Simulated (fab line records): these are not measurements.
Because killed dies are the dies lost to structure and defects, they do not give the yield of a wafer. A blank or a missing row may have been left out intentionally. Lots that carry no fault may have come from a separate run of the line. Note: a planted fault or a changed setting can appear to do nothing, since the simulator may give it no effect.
Split-lot trial / flow berkeley cmos170 / on a route of 331 steps: 5 lots, 27 wafers read

## THE SPLIT ITSELF
At UCB170_PWELL_ETCH_14 (etches Si3N4 in CH3F/Ar/O2, stops on SiO2, target depth 242 nm, time 151 s), the setting time s was moved away from the recipe's 151 s on 9 of the 27 wafers read, by -30.4% to +30.1%. This setting was run at the recipe's value on the other wafers.

The reading is taken at the split's own step.

## THE READING
KrF_of_PWELL_COAT_08.thk nm (the simulator's own value, which no gauge read), in nm, at UCB170_PWELL_ETCH_14 (etches Si3N4 in CH3F/Ar/O2, stops on SiO2, target depth 242 nm, time 151 s). No usual value for it is given in the file. Here, 18 wafers ran the recipe; their average is 721.9 nm with a standard deviation of 5 nm.

wafer=L079.1; tool, chamber at the split=rie diel-03, 1; time s as run, s=151; against the recipe=recipe; KrF_of_PWELL_COAT_08.thk nm, nm=712.5; against lot-mates on the recipe=-
wafer=L079.2; tool, chamber at the split=rie diel-03, 0; time s as run, s=105.1; against the recipe=-30.4%; KrF_of_PWELL_COAT_08.thk nm, nm=770.6; against lot-mates on the recipe=+55.1
wafer=L079.3; tool, chamber at the split=rie diel-03, 2; time s as run, s=105.1; against the recipe=-30.4%; KrF_of_PWELL_COAT_08.thk nm, nm=771.3; against lot-mates on the recipe=+55.8
wafer=L079.4; tool, chamber at the split=rie diel-03, 3; time s as run, s=105.1; against the recipe=-30.4%; KrF_of_PWELL_COAT_08.thk nm, nm=771.4; against lot-mates on the recipe=+55.9
wafer=L079.5; tool, chamber at the split=rie diel-03, 1; time s as run, s=151; against the recipe=recipe; KrF_of_PWELL_COAT_08.thk nm, nm=714; against lot-mates on the recipe=-
wafer=L079.6; tool, chamber at the split=rie diel-03, 0; time s as run, s=151; against the recipe=recipe; KrF_of_PWELL_COAT_08.thk nm, nm=719.9; against lot-mates on the recipe=-
wafer=L077.1; tool, chamber at the split=rie diel-02, 0; time s as run, s=151; against the recipe=recipe; KrF_of_PWELL_COAT_08.thk nm, nm=721.6; against lot-mates on the recipe=-
wafer=L077.2; tool, chamber at the split=rie diel-02, 2; time s as run, s=182.4; against the recipe=+20.8%; KrF_of_PWELL_COAT_08.thk nm, nm=684.9; against lot-mates on the recipe=-37.3
wafer=L077.3; tool, chamber at the split=rie diel-02, 3; time s as run, s=182.4; against the recipe=+20.8%; KrF_of_PWELL_COAT_08.thk nm, nm=687.2; against lot-mates on the recipe=-35.0
wafer=L077.4; tool, chamber at the split=rie diel-02, 1; time s as run, s=151; against the recipe=recipe; KrF_of_PWELL_COAT_08.thk nm, nm=725.3; against lot-mates on the recipe=-
wafer=L077.5; tool, chamber at the split=rie diel-02, 1; time s as run, s=182.4; against the recipe=+20.8%; KrF_of_PWELL_COAT_08.thk nm, nm=693.1; against lot-mates on the recipe=-29.1
wafer=L077.6; tool, chamber at the split=rie diel-02, 0; time s as run, s=151; against the recipe=recipe; KrF_of_PWELL_COAT_08.thk nm, nm=719.8; against lot-mates on the recipe=-
wafer=L078.1; tool, chamber at the split=rie diel-03, 0; time s as run, s=151; against the recipe=recipe; KrF_of_PWELL_COAT_08.thk nm, nm=722.1; against lot-mates on the recipe=-
wafer=L078.2; tool, chamber at the split=rie diel-03, 1; time s as run, s=151; against the recipe=recipe; KrF_of_PWELL_COAT_08.thk nm, nm=717.9; against lot-mates on the recipe=-
wafer=L078.3; tool, chamber at the split=rie diel-03, 2; time s as run, s=151; against the recipe=recipe; KrF_of_PWELL_COAT_08.thk nm, nm=729.1; against lot-mates on the recipe=-
wafer=L078.4; tool, chamber at the split=rie diel-03, 3; time s as run, s=151; against the recipe=recipe; KrF_of_PWELL_COAT_08.thk nm, nm=731.1; against lot-mates on the recipe=-
wafer=L078.5; tool, chamber at the split=rie diel-03, 0; time s as run, s=151; against the recipe=recipe; KrF_of_PWELL_COAT_08.thk nm, nm=725.9; against lot-mates on the recipe=-
wafer=L078.6; tool, chamber at the split=rie diel-03, 3; time s as run, s=151; against the recipe=recipe; KrF_of_PWELL_COAT_08.thk nm, nm=727.2; against lot-mates on the recipe=-
wafer=L084.1; tool, chamber at the split=rie diel-02, 2; time s as run, s=196.5; against the recipe=+30.1%; KrF_of_PWELL_COAT_08.thk nm, nm=668.5; against lot-mates on the recipe=-52.1
wafer=L084.2; tool, chamber at the split=rie diel-02, 3; time s as run, s=151; against the recipe=recipe; KrF_of_PWELL_COAT_08.thk nm, nm=717.2; against lot-mates on the recipe=-
wafer=L084.3; tool, chamber at the split=rie diel-02, 0; time s as run, s=196.5; against the recipe=+30.1%; KrF_of_PWELL_COAT_08.thk nm, nm=669.1; against lot-mates on the recipe=-51.5
wafer=L084.4; tool, chamber at the split=rie diel-02, 1; time s as run, s=151; against the recipe=recipe; KrF_of_PWELL_COAT_08.thk nm, nm=721.6; against lot-mates on the recipe=-
wafer=L084.5; tool, chamber at the split=rie diel-02, 3; time s as run, s=196.5; against the recipe=+30.1%; KrF_of_PWELL_COAT_08.thk nm, nm=667.5; against lot-mates on the recipe=-53.1
wafer=L084.6; tool, chamber at the split=rie diel-02, 0; time s as run, s=151; against the recipe=recipe; KrF_of_PWELL_COAT_08.thk nm, nm=723; against lot-mates on the recipe=-
wafer=L083.4; tool, chamber at the split=rie diel-03, 2; time s as run, s=151; against the recipe=recipe; KrF_of_PWELL_COAT_08.thk nm, nm=728; against lot-mates on the recipe=-
wafer=L083.5; tool, chamber at the split=rie diel-03, 1; time s as run, s=151; against the recipe=recipe; KrF_of_PWELL_COAT_08.thk nm, nm=717.4; against lot-mates on the recipe=-
wafer=L083.6; tool, chamber at the split=rie diel-03, 0; time s as run, s=151; against the recipe=recipe; KrF_of_PWELL_COAT_08.thk nm, nm=720.6; against lot-mates on the recipe=-

FIT RESULTS
A straight line over all 27 wafers: KrF_of_PWELL_COAT_08.thk nm changes by -1.68 nm for each +1% of time s; r = -0.99; the points scatter about the line by 4.6 nm.
The same after taking each lot's own level away (the mean of its wafers on the recipe; 27 wafers): -1.76 nm for each +1%; r = -0.99; scatter 3.5 nm.
The reading moves by 53 nm for the largest change in time s, on that fit.
From 715.47 to 725.55 nm: that is the span of the lots' own levels, equal to 2.0 times the standard deviation above.
Hence the lot-to-lot level has little effect on the slope; both slopes agree.
Check: for one of the wafers moved furthest among these (-30.4%), held out of the fit, the line's prediction against its lot-mates is +53.8 nm. Against them it came out at +55.1 nm.

## THESE WAFERS: OTHER SPLITS
Before the reading, these wafers also passed through other splits. Each is held against what the fit with the lots' levels taken away leaves over:
other split on the same wafers=UCB170_NWELL_OXIDATION_01 ox time s; wafers away from the commonest value=21; r with KrF_of_PWELL_COAT_08.thk nm (lot level and that fit taken away)=+0.15

## THE WHOLE CHAIN: every reading that the file lists as answering this split, in the file's order
step=UCB170_PWELL_ETCH_14; what it does=etches Si3N4 in CH3F/Ar/O2, stops on SiO2, target depth 242 nm, time 151 s; reading=KrF_of_PWELL_COAT_08.thk nm (the simulator's own value, which no gauge read); change (the file's fit)=-1.75 nm for each +1% of the setting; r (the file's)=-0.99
step=UCB170_PWELL_ETCH_14; what it does=etches Si3N4 in CH3F/Ar/O2, stops on SiO2, target depth 242 nm, time 151 s; reading=SiO2_of_PWELL_OXIDATION_02.thk nm (the simulator's own value, which no gauge read); change (the file's fit)=not straight: 23.84 at the lowest setting, 22.17 at the recipe, 10.05 at the highest; r (the file's)=not given
step=UCB170_PWELL_STRIP_16; what it does=strips in O2; reading=strip time to endpoint s; change (the file's fit)=withheld for each +1% of the setting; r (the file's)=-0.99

## FILE'S OWN FIT
KrF_of_PWELL_COAT_08.thk nm changes by -1.75 nm for each +1% of time s, r = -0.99.
